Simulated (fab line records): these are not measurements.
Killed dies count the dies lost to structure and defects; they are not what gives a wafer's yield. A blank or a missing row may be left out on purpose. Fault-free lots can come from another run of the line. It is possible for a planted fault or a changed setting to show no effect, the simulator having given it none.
A single fault, viewed from 2 desks    flow berkeley-cmos170    each desk has only its own numbers; what lay behind them comes last

== FOR THE TOOL OWNER'S DESK: lpcvd-02 ==
The tool's own readings at UCB170_NWELL_CVD_04 (deposits Si3N4 from SiH2Cl2/NH3, target thk 224 nm, time 3360 s): means of the sampled wafers that have a number, for each lot that ran on this tool. If a lot's mean is further than 4 standard deviations from the usual mean, the lot is out of limits and carries the mark OUT (the distance appears in the brackets).
Columns: A = sih2cl2-flow-sccm at UCB170_NWELL_CVD_04, usual 25.00 sccm; B = zone-power-load-pct at UCB170_NWELL_CVD_04, usual 20.2 %
lot   first seen here  A      B
L321  day 2 03:33      24.97  18.8
L322  day 2 07:48      24.99  19.5
L324  day 2 16:46      24.99  18.9
L325  day 3 07:53      25.05  19.0
L326  day 3 07:53      24.95  19.8
L327  day 3 11:44      25.02  18.7
L334  day 4 15:20      24.98  18.8
This desk found nothing out of limits on any of the 7 lots.

== AT THE METROLOGY DESK ==
Lot by lot, what the gauges showed, no matter which tool ran the lot: averages of those sampled wafers that carry a number. If a lot's mean is further than 4 standard deviations from the usual mean, the lot is out of limits and carries the mark OUT (the distance appears in the brackets).
Columns: A = NWELL_NITRIDE_THK at UCB170_NWELL_THK_MEAS_05, usual 224.0 nm; B = cd-nm at UCB170_M2_CD_MEAS_90, usual 697 nm; C = M3_AL_RS at UCB170_M3_RS_MEAS_02, usual 0.0322 ohm/sq
lot   first seen here  A                 B    C
L321  day 2 06:28      223.3             693  0.0315
L322  day 2 10:43      223.1             692  0.0323
L323  day 2 17:27      221.9             702  0.0325
L324  day 2 18:43      223.9             695  0.0324
L326  day 3 09:49      222.6             698  0.0326
L325  day 3 09:49      223.1             695  0.0321
L327  day 3 13:41      219.7             697  0.0330
L330  day 3 22:29      227.0             693  0.0320
L332  day 4 05:20      225.6             698  0.0318
L334  day 4 17:16      242.7 (+8.1) OUT  698  0.0319
L337  day 5 14:22      224.7             695  0.0325
L338  day 5 14:25      227.4             700  0.0319
L342  day 6 08:14      228.0             695  0.0321
This desk's result: L334 out of limits, first on L334 (NWELL_NITRIDE_THK at UCB170_NWELL_THK_MEAS_05), day 4 17:16. Within limits: L321, L322, L323, L324, L326, L325, L327, L330, L332, L337, L338, L342.

== TAKEN TOGETHER ==
On L334, the metrology desk was in a position to raise an alarm at day 4 17:16.
Nothing out of limits was seen by the tool owner's desk.
The tool owner's desk has L334 on record, within its limits.
Every lot named ran UCB170_NWELL_CVD_04 on lpcvd-02.

== WHAT HAD BEEN PUT IN BY THE SIMULATOR ==
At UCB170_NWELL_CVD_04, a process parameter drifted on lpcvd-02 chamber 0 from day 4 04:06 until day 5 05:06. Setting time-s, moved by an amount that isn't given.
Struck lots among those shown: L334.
Hours from the fault's start to each desk's first reading out of limits: the metrology desk, 13.
